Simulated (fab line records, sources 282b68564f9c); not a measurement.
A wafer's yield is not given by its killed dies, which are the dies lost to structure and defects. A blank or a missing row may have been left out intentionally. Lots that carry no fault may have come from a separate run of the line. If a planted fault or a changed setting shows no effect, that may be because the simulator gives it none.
fab line records ; flow rit-cmos
record lots=6; wafers=18; last-day=7
route steps=202 shown PLDD@116 SPACER@125 NSD@131
lots that met no fault: from a run of the same line without faults
start-h: hours from the record's first day to the start of the lot's first wafer shown ; wait-h: hours since the lot's step before ; " repeats the value in the row above ; L1.1+2: one row covering several wafers at once ; - no value present, or no start provided ; * or withheld: withheld ; < > ~ a bound
route shown NAME@n: NAME is a module with steps in the file, n the number in the route of the first one ; usual: mean/standard deviation taken from wafers without a fault ; same: alike in all rows ; chamber/n: place in a boat ; sites: the reading at each site ; _std_site: the values' standard deviation ; _edge_site: mean of outer sites minus mean of inner sites ; radius-mm: how far each site lies from the wafer's centre ; mask NAME#n: copy n ; behind: tool/chamber where the wafer was last shaped ; hold: why the lot was held/for how many hours/how that ended ; device: which transistor (n, p or np) failed to switch ; end of line: tests run on the same wafers once the route is complete ; step lacking rows: just its recipe ; killed: at the first sort, the dies lost to defects and structure; wafer yield is something else ; map: the dies of a wafer, with x for killed, . for not killed, _ for no die there
set.NAME: the setting the step ran with; set.NAME@STEP: the setting that earlier step ran with ; model.NAME: the simulator's own value behind a step, which no gauge read
certain route steps with their lots: each step a table, each wafer a row
services: from which hour (start-h, from the record's first day; less than 0 if before it) a tool's chamber was out of use, for how many hours, and why
## steps
# step RIT_PLDD_SOFTBAKE_02
# recipe resist=NOVOLAK; temp-c=90; time-s=60
# step RIT_PLDD_EXPOSE_03
# recipe mask-id=M8; na=0.57; target-cd-nm=40900; dose-mj=250
# step RIT_PLDD_PEB_04
# recipe resist=NOVOLAK; temp-c=withheld; time-s=withheld
# step RIT_PLDD_DEVELOP_05
# recipe resist=NOVOLAK; develop-time-s=50; dev-temp-c=23
# step RIT_PLDD_OVL_MEAS_06
# usual PLDD_OVL=-0.2/1.3
lot.wafer;tool;chamber;start-h;wait-h;PLDD_OVL[nm]
L914.2;overlay-01;-;77.50;-;-0.5
L914.3;overlay-01;-;77.50;-;-2.4
L914.5;overlay-01;-;77.50;-;-0.3
L916.1;overlay-02;-;88.33;-;-1.5
L916.2;overlay-02;-;88.33;-;-1.0
L916.5;overlay-02;-;88.33;-;-1.9
L920.1;overlay-01;-;108.39;-;-0.2
L920.2;overlay-01;-;108.39;-;0.6
L920.5;overlay-01;-;108.39;-;0.4
L924.1;overlay-02;-;128.74;-;0.9
L924.4;overlay-02;-;128.74;-;1.2
L924.6;overlay-02;-;128.74;-;-0.2
L925.1;overlay-02;-;134.20;-;0.2
L925.5;overlay-02;-;134.20;-;-0.1
L925.6;overlay-02;-;134.20;-;-1.3
L928.2;overlay-02;-;147.45;-;0.0
L928.4;overlay-02;-;147.45;-;-0.5
L928.6;overlay-02;-;147.45;-;0.4
# step RIT_PLDD_HARDBAKE_07
# recipe resist=NOVOLAK; temp-c=140; time-s=60
# step RIT_PLDD_IMPLANT_08
# recipe species=BF2; energy-kev=19.71; dose-cm2=9e+14; tilt-deg=7
# step RIT_PLDD_STRIP_09
# recipe chemistry=O2; time-s=180; resist=NOVOLAK; platen-temp-c=withheld; power-w=500; pressure-mtorr=4000; o2-flow-sccm=4000
# usual drypump-motor-current-A=5.8/0.41
lot.wafer;tool;chamber;start-h;wait-h;drypump-motor-current-A;rf-hours-counter-h
L914.2;plasma-asher-01;0;77.83;0.1;5.6;42
L914.3;plasma-asher-01;1;77.83;0.1;6.3;-
L914.5;plasma-asher-01;1;77.83;0.1;6.3;-
L916.1;plasma-asher-04;0;88.66;0.1;5.8;45
L916.2;plasma-asher-04;1;88.66;0.1;4.9;45
L916.5;plasma-asher-04;1;88.66;0.1;4.9;-
L920.1;plasma-asher-01;1;108.73;0.1;6.3;45
L920.2;plasma-asher-01;0;108.73;0.1;5.6;45
L920.5;plasma-asher-01;1;108.73;0.1;6.3;-
L924.1;plasma-asher-01;0;129.07;0.1;5.6;47
L924.4;plasma-asher-01;0;129.07;0.1;5.6;-
L924.6;plasma-asher-01;0;129.07;0.1;5.6;-
L925.1;plasma-asher-04;1;134.54;0.1;4.9;49
L925.5;plasma-asher-04;0;134.54;0.1;5.7;-
L925.6;plasma-asher-04;1;134.54;0.1;4.9;-
L928.2;plasma-asher-01;0;147.78;0.1;5.6;50
L928.4;plasma-asher-01;1;147.78;0.1;6.3;-
L928.6;plasma-asher-01;0;147.78;0.1;5.6;-
# step RIT_PLDD_TW_MEAS_10
# usual PLDD_TW=2325/20
lot.wafer;tool;chamber;start-h;wait-h;PLDD_TW
L914.2;film-metro-04;-;78.02;0.1;2332
L914.3;film-metro-04;-;78.02;0.1;2328
L914.5;film-metro-04;-;78.02;0.1;2354
L916.1;film-metro-02;-;88.84;0.1;2304
L916.2;film-metro-02;-;88.84;0.1;2304
L916.5;film-metro-02;-;88.84;0.1;2307
L920.1;film-metro-04;-;108.90;0.1;2330
L920.2;film-metro-04;-;108.90;0.1;2332
L920.5;film-metro-04;-;108.90;0.1;2338
L924.1;film-metro-02;-;129.25;0.1;2304
L924.4;film-metro-02;-;129.25;0.1;2301
L924.6;film-metro-02;-;129.25;0.1;2297
L925.1;film-metro-04;-;134.71;0.1;2329
L925.5;film-metro-04;-;134.71;0.1;2313
L925.6;film-metro-04;-;134.71;0.1;2336
L928.2;film-metro-04;-;147.96;0.1;2334
L928.4;film-metro-04;-;147.96;0.1;2331
L928.6;film-metro-04;-;147.96;0.1;2332
# step RIT_SPACER_CLEAN_00
# recipe chemistry=SC1; mix=3:3:50; time-s=600; temp-c=75
# step RIT_SPACER_CLEAN_01
# recipe chemistry=dHF; dilution=50:1; time-s=30
# step RIT_SPACER_CLEAN_02
# recipe chemistry=SC2; mix=3:3:50; time-s=600; temp-c=75; dry=n2-spin
# step RIT_SPACER_CVD_03
# recipe material=Si3N4; target-thk-nm=250; temp-c=810; precursor=SiH2Cl2/NH3; time-s=3300; pressure-mtorr=300; sih2cl2-flow-sccm=60; nh3-flow-sccm=150
# usual zone-power-load-pct=22.3/0.79
lot.wafer;tool;chamber;start-h;wait-h;zone-power-load-pct;model.Si3N4_of_SPACER_CVD_03.thk-nm
L914.2;lpcvd-02;0;78.47;0.0;21.5;245.5
L914.3;lpcvd-02;0;78.47;0.0;21.7;246.4
L914.5;lpcvd-02;0;78.47;0.0;22.0;248
L916.1;lpcvd-01;0;89.37;0.0;23.4;250.1
L916.2;lpcvd-01;0;89.37;0.0;23.1;248.6
L916.5;lpcvd-01;0;89.37;0.0;22.9;247.6
L920.1;lpcvd-01;0;109.35;0.0;23.6;352.1
L920.2;lpcvd-01;0;109.35;0.0;23.4;349.7
L920.5;lpcvd-01;0;109.35;0.0;23.3;349.6
L924.1;lpcvd-01;1;129.70;0.0;22.8;342.1
L924.4;lpcvd-01;1;129.70;0.0;22.7;343.2
L924.6;lpcvd-01;1;129.70;0.0;22.8;343.5
L925.1;lpcvd-02;1;135.17;0.0;21.3;247.9
L925.5;lpcvd-02;1;135.17;0.0;21.9;245.5
L925.6;lpcvd-02;1;135.17;0.0;21.8;245.1
L928.2;lpcvd-02;1;148.53;0.2;21.6;246.8
L928.4;lpcvd-02;1;148.53;0.2;21.6;246.8
L928.6;lpcvd-02;1;148.53;0.2;21.7;246.5
# step RIT_SPACER_THK_MEAS_04
# recipe reads=Si3N4_of_SPACER_CVD_03
# usual SPACER_NITRIDE_THK=248.3/2
lot.wafer;tool;chamber;start-h;wait-h;SPACER_NITRIDE_THK[nm]
L914.2;film-metro-04;-;80.39;0.0;245.5
L914.3;film-metro-04;-;80.39;0.0;246.4
L914.5;film-metro-04;-;80.39;0.0;247.9
L916.1;film-metro-02;-;91.29;0.0;250.2
L916.2;film-metro-02;-;91.29;0.0;248.5
L916.5;film-metro-02;-;91.29;0.0;247.5
L920.1;film-metro-01;-;111.26;0.0;352.1
L920.2;film-metro-01;-;111.26;0.0;350.0
L920.5;film-metro-01;-;111.26;0.0;349.5
L924.1;film-metro-01;-;131.62;0.0;341.9
L924.4;film-metro-01;-;131.62;0.0;343.2
L924.6;film-metro-01;-;131.62;0.0;343.6
L925.1;film-metro-01;-;137.09;0.0;247.8
L925.5;film-metro-01;-;137.09;0.0;245.6
L925.6;film-metro-01;-;137.09;0.0;245.0
L928.2;film-metro-01;-;150.46;0.0;246.8
L928.4;film-metro-01;-;150.46;0.0;246.7
L928.6;film-metro-01;-;150.46;0.0;246.7
# step RIT_SPACER_ETCHBACK_05
# recipe target-depth-a=2500; SF6_flow_sccm=30; CHF3_flow_sccm=30; target=Si3N4; chemistry=SF6/CHF3; pressure-mtorr=40; rf-w=250; time-s=240; stop-on=SiO2
# usual drypump-motor-current-A=5.6/0.4; oes-product-au=0.845/0.011; throttle-valve-pct=10.23/0.12
lot.wafer;tool;chamber;start-h;wait-h;drypump-motor-current-A;oes-product-au;rf-hours-counter-h;throttle-valve-pct;model.Si3N4_of_SPACER_CVD_03.thk-nm;model.etch.depth-nm
L914.2;rie-diel-02;1;80.44;0.0;6.4;0.824;75;10.22;192.4;245.5
L914.3;rie-diel-02;2;80.44;0.0;5.7;0.843;4;10.37;193.3;246.4
L914.5;rie-diel-02;1;80.44;0.0;6.4;0.826;-;10.22;194.5;248
L916.1;rie-diel-01;1;91.35;0.1;5.4;0.833;109;10.28;195.5;250.1
L916.2;rie-diel-01;2;91.35;0.1;6.1;0.848;146;10.19;194.8;248.6
L916.5;rie-diel-01;0;91.35;0.1;6.1;0.841;-;10.21;192.5;247.6
L920.1;rie-diel-04;1;111.32;0.1;5.0;1.005;108;10.12;277.2;307.9
L920.2;rie-diel-04;3;111.32;0.1;5.7;1.008;9;10.10;273.5;315
L920.5;rie-diel-04;2;111.32;0.1;5.6;1.002;-;10.39;274.9;308.9
L924.1;rie-diel-04;3;131.68;0.1;5.7;1.003;9;10.09;268.2;312.3
L924.4;rie-diel-04;1;131.68;0.1;5.0;1.004;108;10.14;270.9;304.3
L924.6;rie-diel-04;3;131.68;0.1;5.7;0.997;-;10.10;269.4;312
L925.1;rie-diel-04;3;137.15;0.1;5.7;0.845;9;10.03;194.9;247.9
L925.5;rie-diel-04;2;137.15;0.1;5.6;0.845;-;10.34;193.7;245.5
L925.6;rie-diel-04;3;137.15;0.1;5.7;0.834;-;10.02;192.9;245.1
L928.2;rie-diel-01;2;150.51;0.0;6.1;0.840;147;10.19;193.2;246.8
L928.4;rie-diel-01;3;150.51;0.0;5.8;0.828;0;10.33;193.8;246.8
L928.6;rie-diel-01;2;150.51;0.0;6.1;0.848;-;10.19;192.8;246.5
# step RIT_NSD_HMDS_00
# recipe prime-time-s=60; prime-temp-c=140
## services
tool;chamber;start-h;hours;kind
rie-diel-01;3;99.00;7.7;repair
rie-diel-01;3;106.66;-;clean
rie-diel-01;3;106.66;23.5;scheduled-down
rie-diel-01;3;106.66;23.5;vent-cycle
rie-diel-04;0;106.71;3.4;repair
rie-diel-01;0;118.56;13.5;repair
lpcvd-01;-;131.62;2.8;pm
rie-diel-04;-;141.30;0.2;repair
## key
first-sign step=RIT_SPACER_THK_MEAS_04; reading=SPACER_NITRIDE_THK; direction=up; sigmas=50; usual=248.3; struck=346.7
effect step=RIT_SPACER_ETCHBACK_05; reading=oes-product-au; direction=up; sigmas=14; usual=0.845; struck=1.003
model-effect step=RIT_SPACER_CVD_03; value=Si3N4_of_SPACER_CVD_03.thk-nm; without=248.4; struck=346.7
model-effect step=RIT_SPACER_ETCHBACK_05; value=Si3N4_of_SPACER_CVD_03.thk-nm; without=195.1; struck=272.3
met-at RIT_SPACER_CVD_03
struck-wafers L920.1,L920.2,L920.5,L924.1,L924.4,L924.6
rows-end L924.1
later-rows-left-out L920.1,L920.2,L920.5,L924.4,L924.6
sort-left-out L920.1,L920.2,L920.5,L924.4,L924.6
tester-left-out L920,L924
onset-between 89.37 109.35
fault kind=process-parameter-drift; tool=lpcvd-01; chamber=-; onset-h=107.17; steps=RIT_SPACER_CVD_03; channel=target-thk-nm; offset=98.309; shape=step; end-h=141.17; acts-in=these-recipes-only; stated=250
# tester-left-out: of these lots the tester's yield and bins aren't shown, on N5 and GAA mostly nor the transistor test; their killed dies are dies lost to structure and defects alone, not to doping, threshold or leakage, so they don't give the yield
# sort-left-out: the simulated sort isn't trusted on such a fault, so these wafers' sort isn't shown, and their yield isn't known
# later-rows-left-out: the simulator's readings of these wafers behind a module that went badly wrong aren't trusted and aren't shown, but for the sort
# rows-end: these wafers met a further fault down the route, and their rows from its step on are left out
